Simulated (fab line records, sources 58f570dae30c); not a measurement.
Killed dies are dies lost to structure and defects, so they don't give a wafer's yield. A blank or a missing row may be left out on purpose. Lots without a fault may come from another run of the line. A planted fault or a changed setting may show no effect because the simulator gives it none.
fab line records | flow berkeley_cmos170
record lots=15 wafers=45 last_day=12
route steps=331 shown V2@294 M3@310
lots that met no fault: from a run of the same line without faults
start_h: hours from the record's first day to the start of the lot's first wafer shown | wait_h: hours since the lot's step before | " the same as in the row above | L1.1+2: a row that stands for several wafers | - no value, or no start given | * or withheld: withheld | < > ~ a bound
route shown NAME@n: a module of which the file shows steps, and the number in the route of the first | usual: mean/standard deviation of fault-free wafers | same: alike in all rows | chamber/n: place in a boat | sites: the reading at each site | _std_site: their standard deviation | _edge_site: outer sites' mean less inner sites' | radius_mm: how far each site lies from the wafer's centre | mask NAME#n: copy n | behind: the tool/chamber that last shaped the wafer | hold: why the lot was held/for how many hours/how that ended | device: the transistor (n, p or np) that didn't switch | end of line: the same wafers' tests at the end of the route | a step without rows: its recipe alone | killed: dies lost to structure and defects at the first sort, not the wafer's yield | map: a wafer's dies, x killed, . not, _ none there
set.NAME: the setting as run; set.NAME@STEP: as run at that earlier step | model.NAME: the simulator's own value behind a step, which no gauge read
steps of the route over a sample of lots; a table a step, a row a wafer
services: from which hour (start_h, from the record's first day; less than 0 if before it) a tool's chamber was out of use, for how many hours, and why
## steps
# step UCB170_V2_CMP_02
# recipe material=SiO2 down_force_psi=6 platen_rpm=60 pad_velocity_m_s=0.75398
# usual motor_current_A=15.9/2
# columns lot.wafer tool chamber start_h wait_h motor_current_A
L196.4 cmp-01 3 152.95 0.0 16.6
L196.6 " 3 " " 15.1
L196.5 " 0 " " 16.1
L195.4 cmp-01 0 153.37 0.1 16.7
L195.2 " 2 " " 12.6
L195.5 " 0 " " 16.4
L197.1 cmp-01 3 167.36 0.1 17.3
L197.2 " 0 " " 15.9
L197.6 " 0 " " 16.3
L198.1 cmp-01 3 167.71 0.2 16.6
L198.4 " 1 " " 18.1
L198.6 " 3 " " 15.3
L200.2 cmp-01 0 185.71 0.0 16.9
L200.1 " 1 " " 19.1
L200.6 " 0 " " 14.9
L201.1 cmp-01 1 186.11 0.2 18.2
L201.3 " 2 " " 11.6
L201.6 " 3 " " 16.7
L202.3 cmp-01 1 186.68 0.1 18.9
L202.5 " 3 " " 16.2
L202.6 " 0 " " 16.2
L203.2 cmp-01 0 196.88 0.1 16.2
L203.3 " 1 " " 17.4
L203.5 " 0 " " 17.6
L204.3 cmp-02 2 208.89 0.1 14.2
L204.2 " 0 " " 17.0
L204.6 " 1 " " 17.1
L205.3 cmp-01 2 208.98 0.0 12.0
L205.1 " 1 " " 18.1
L205.6 " 3 " " 16.4
L210.1 cmp-01 0 235.14 0.1 16.4
L210.4 " 2 " " 12.7
L210.5 " 1 " " 17.5
L214.3 cmp-02 2 249.39 0.0 15.0
L214.1 " 3 " " 17.1
L214.5 " 3 " " 16.6
L213.3 cmp-01 3 249.76 0.1 16.5
L213.4 " 1 " " 17.8
L213.5 " 3 " " 15.8
L212.2 cmp-02 0 249.98 0.0 17.0
L212.6 " 0 " " 17.0
L212.5 " 1 " " 16.9
L216.2 cmp-02 3 269.76 0.0 17.2
L216.3 " 0 " " 16.8
L216.6 " 3 " " 16.4
# step UCB170_M3_SPUTTER_01
# recipe material=Al target_thk_nm=900 time_s=120 power_w=6000 chamber_pressure_pa=0.5
# usual throttle_valve_pct=29.8/0.78
# columns lot.wafer tool chamber start_h wait_h throttle_valve_pct
L196.4 pvd_sputter-03 - 155.19 0.0 29.7
L196.5 " - " " 30.0
L196.6 " - " " 30.1
L195.2 pvd_sputter-01 - 156.20 0.0 29.5
L195.4 " - " " 31.1
L195.5 " - " " 28.2
L197.1 pvd_sputter-01 - 170.23 0.0 28.4
L197.2 " - " " 29.4
L197.6 " - " " 30.1
L198.1 pvd_sputter-03 - 170.50 0.0 29.9
L198.4 " - " " 30.1
L198.6 " - " " 30.0
L200.1 pvd_sputter-01 - 191.42 0.0 31.2
L200.2 " - " " 30.1
L200.6 " - " " 28.4
L201.1 pvd_sputter-02 - 191.66 0.0 30.3
L201.3 " - " " 29.1
L201.6 " - " " 29.5
L202.3 pvd_sputter-03 - 191.69 0.0 29.9
L202.5 " - " " 28.4
L202.6 " - " " 29.6
L203.2 pvd_sputter-03 - 199.12 0.0 28.4
L203.3 " - " " 29.7
L203.5 " - " " 29.9
L204.2 pvd_sputter-02 - 211.14 0.0 30.8
L204.3 " - " " 30.2
L204.6 " - " " 29.9
L205.1 pvd_sputter-03 - 215.91 0.0 28.8
L205.3 " - " " 29.7
L205.6 " - " " 30.1
L210.1 pvd_sputter-03 - 238.04 0.0 30.1
L210.4 " - " " 29.8
L210.5 " - " " 30.2
L214.1 pvd_sputter-03 - 251.81 0.0 30.0
L214.3 " - " " 30.3
L214.5 " - " " 30.2
L213.3 pvd_sputter-01 - 251.98 0.0 28.4
L213.4 " - " " 30.1
L213.5 " - " " 28.5
L212.2 pvd_sputter-02 - 252.25 0.0 29.4
L212.5 " - " " 30.8
L212.6 " - " " 29.5
L216.2 pvd_sputter-02 - 272.12 0.0 30.1
L216.3 " - " " 31.1
L216.6 " - " " 29.4
# step UCB170_M3_EXPOSE_12
# recipe mask_id=METAL3 target_cd_nm=700 na=0.5 sigma_outer=0.6 source_shape=conventional dose_mj=26.39
# usual exposure_dose_mJ_cm2=26.08/0.12 focus_offset_nm=0.1/0.48
# columns lot.wafer tool chamber start_h wait_h mask exposure_dose_mJ_cm2 focus_offset_nm
L196.4 krf_scanner-02 0 156.99 - METAL3#0 25.99 0.2
L196.5 " 0 " " METAL3#0 26.00 0.4
L196.6 " 0 " " METAL3#0 25.97 0.5
L195.2 krf_scanner-02 0 158.01 - METAL3#0 26.00 0.9
L195.4 " 0 " " METAL3#0 25.99 1.1
L195.5 " 0 " " METAL3#0 25.97 0.7
L197.1 krf_scanner-01 0 172.32 - METAL3#0 26.26 -0.3
L197.2 " 0 " " METAL3#0 26.25 -0.1
L197.6 " 0 " " METAL3#0 26.30 -0.6
L198.1 krf_scanner-02 0 172.77 - METAL3#0 26.00 -0.4
L198.4 " 0 " " METAL3#0 26.01 -0.2
L198.6 " 0 " " METAL3#0 25.97 0.2
L200.1 krf_scanner-02 0 193.29 - METAL3#0 25.99 0.1
L200.2 " 0 " " METAL3#0 26.00 -0.4
L200.6 " 0 " " METAL3#0 25.99 -0.4
L201.1 krf_scanner-02 0 193.71 - METAL3#0 25.95 0.7
L201.3 " 0 " " METAL3#0 25.96 -0.6
L201.6 " 0 " " METAL3#0 25.94 -0.2
L202.3 krf_scanner-01 0 194.30 - METAL3#0 26.25 0.1
L202.5 " 0 " " METAL3#0 26.25 -0.1
L202.6 " 0 " " METAL3#0 26.28 0.3
L203.2 krf_scanner-02 0 200.87 - METAL3#0 26.01 0.5
L203.3 " 0 " " METAL3#0 25.99 0.3
L203.5 " 0 " " METAL3#0 25.96 1.4
L204.2 krf_scanner-02 0 212.72 - METAL3#0 25.99 -0.2
L204.3 " 0 " " METAL3#0 26.02 0.9
L204.6 " 0 " " METAL3#0 26.04 0.6
L205.1 krf_scanner-01 0 217.91 - METAL3#0 26.25 -0.1
L205.3 " 0 " " METAL3#0 26.20 0.3
L205.6 " 0 " " METAL3#0 26.22 -0.1
L210.1 krf_scanner-02 - 240.74 - METAL3#0 - -
L210.4 " - " " METAL3#0 - -
L210.5 " - " " METAL3#0 - -
L214.1 krf_scanner-01 - 253.39 - METAL3#0 - -
L214.3 " - " " METAL3#0 - -
L214.5 " - " " METAL3#0 - -
L213.3 krf_scanner-02 - 253.67 - METAL3#0 - -
L213.4 " - " " METAL3#0 - -
L213.5 " - " " METAL3#0 - -
L212.2 krf_scanner-01 0 253.89 - METAL3#0 26.27 0.3
L212.5 " 0 " " METAL3#0 26.26 -0.6
L212.6 " 0 " " METAL3#0 26.26 0.2
L216.2 krf_scanner-01 0 274.31 - METAL3#0 26.27 -0.4
L216.3 " 0 " " METAL3#0 26.29 0.3
L216.6 " 0 " " METAL3#0 26.28 -0.5
# step UCB170_M3_OVL_MEAS_16
# usual M3_OVL=-3/5.8
# columns lot.wafer tool chamber start_h wait_h M3_OVL[nm]
L196.4 overlay-01 - 157.68 0.1 -3
L196.5 " - " " -2
L196.6 " - " " -3
L195.2 overlay-01 - 158.84 0.1 -2
L195.4 " - " " -11
L195.5 " - " " 0
L197.1 overlay-01 - 172.84 0.1 -7
L197.2 " - " " 2
L197.6 " - " " 1
L198.1 overlay-02 - 173.29 0.1 -6
L198.4 " - " " -6
L198.6 " - " " -7
L200.1 overlay-01 - 193.80 0.1 -9
L200.2 " - " " -5
L200.6 " - " " 1
L201.1 overlay-02 - 194.23 0.1 -10
L201.3 " - " " -9
L201.6 " - " " -5
L202.3 overlay-01 - 194.96 0.1 4
L202.5 " - " " -4
L202.6 " - " " 1
L203.2 overlay-01 - 201.39 0.1 -2
L203.3 " - " " -5
L203.5 " - " " -6
L204.2 overlay-01 - 213.41 0.1 3
L204.3 " - " " -2
L204.6 " - " " 2
L205.1 overlay-02 - 218.77 0.1 3
L205.3 " - " " -6
L205.6 " - " " 5
L210.1 overlay-01 - 241.26 0.1 -
L210.4 " - " " -
L210.5 " - " " -
L214.1 overlay-01 - 253.90 0.1 -
L214.3 " - " " -
L214.5 " - " " -
L213.3 overlay-02 - 254.16 0.1 -
L213.4 " - " " -
L213.5 " - " " -
L212.2 overlay-01 - 254.39 0.1 -5
L212.5 " - " " 6
L212.6 " - " " 1
L216.2 overlay-01 - 275.02 0.1 -14
L216.3 " - " " 2
L216.6 " - " " -8
## services
# columns tool chamber start_h hours kind
krf_scanner-02 - 138.36 1.0 pm
cmp-01 - 147.43 0.7 repair
krf_scanner-01 - 159.99 4.0 pm
cmp-02 - 165.34 4.8 pm
krf_scanner-02 - 167.63 0.8 pm
krf_scanner-02 - 176.70 0.6 repair
krf_scanner-02 - 178.46 2.4 repair
pvd_sputter-03 - 181.47 5.5 repair
pvd_sputter-02 - 182.59 2.9 repair
cmp-02 - 184.86 4.0 repair
krf_scanner-02 - 187.03 1.9 repair
pvd_sputter-01 - 196.01 6.9 repair
krf_scanner-01 - 204.52 1.3 pm
cmp-02 - 222.77 1.0 repair
cmp-01 - 228.88 4.2 repair
krf_scanner-01 - 231.27 1.0 pm
cmp-02 - 232.00 4.0 pm
pvd_sputter-01 - 232.76 0.8 repair
krf_scanner-02 - 238.22 1.3 pm
krf_scanner-01 - 254.84 0.8 pm
krf_scanner-01 - 255.59 11.6 pm
krf_scanner-02 - 267.01 4.0 repair
krf_scanner-01 - 270.09 0.5 repair
krf_scanner-02 - 270.99 0.8 pm
## key
first_sign step=UCB170_M3_EXPOSE_12 reading=tool_record direction=missing
effect none on later readings
met_at UCB170_M3_EXPOSE_12
struck_lots L210,L213,L214
later_rows_left_out L210.1,L210.4,L210.5,L213.3,L213.4,L213.5,L214.1,L214.3,L214.5
sort_left_out L210.1,L210.4,L210.5,L213.3,L213.4,L213.5,L214.1,L214.3,L214.5
not_acting_at UCB170_V2_CMP_02,UCB170_M3_SPUTTER_01,UCB170_M3_OVL_MEAS_16
onset_between 217.91 240.74
fault kind=skipped_step_whole tool=krf_scanner-01,krf_scanner-02 chamber=- onset_h=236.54 steps=UCB170_M3_EXPOSE_12 scope=struck_lots_only
# sort_left_out: the simulated sort isn't trusted on such a fault, so these wafers' sort isn't shown, and their yield isn't known
# later_rows_left_out: the simulator's readings of these wafers behind a module that went badly wrong aren't trusted and aren't shown, but for the sort
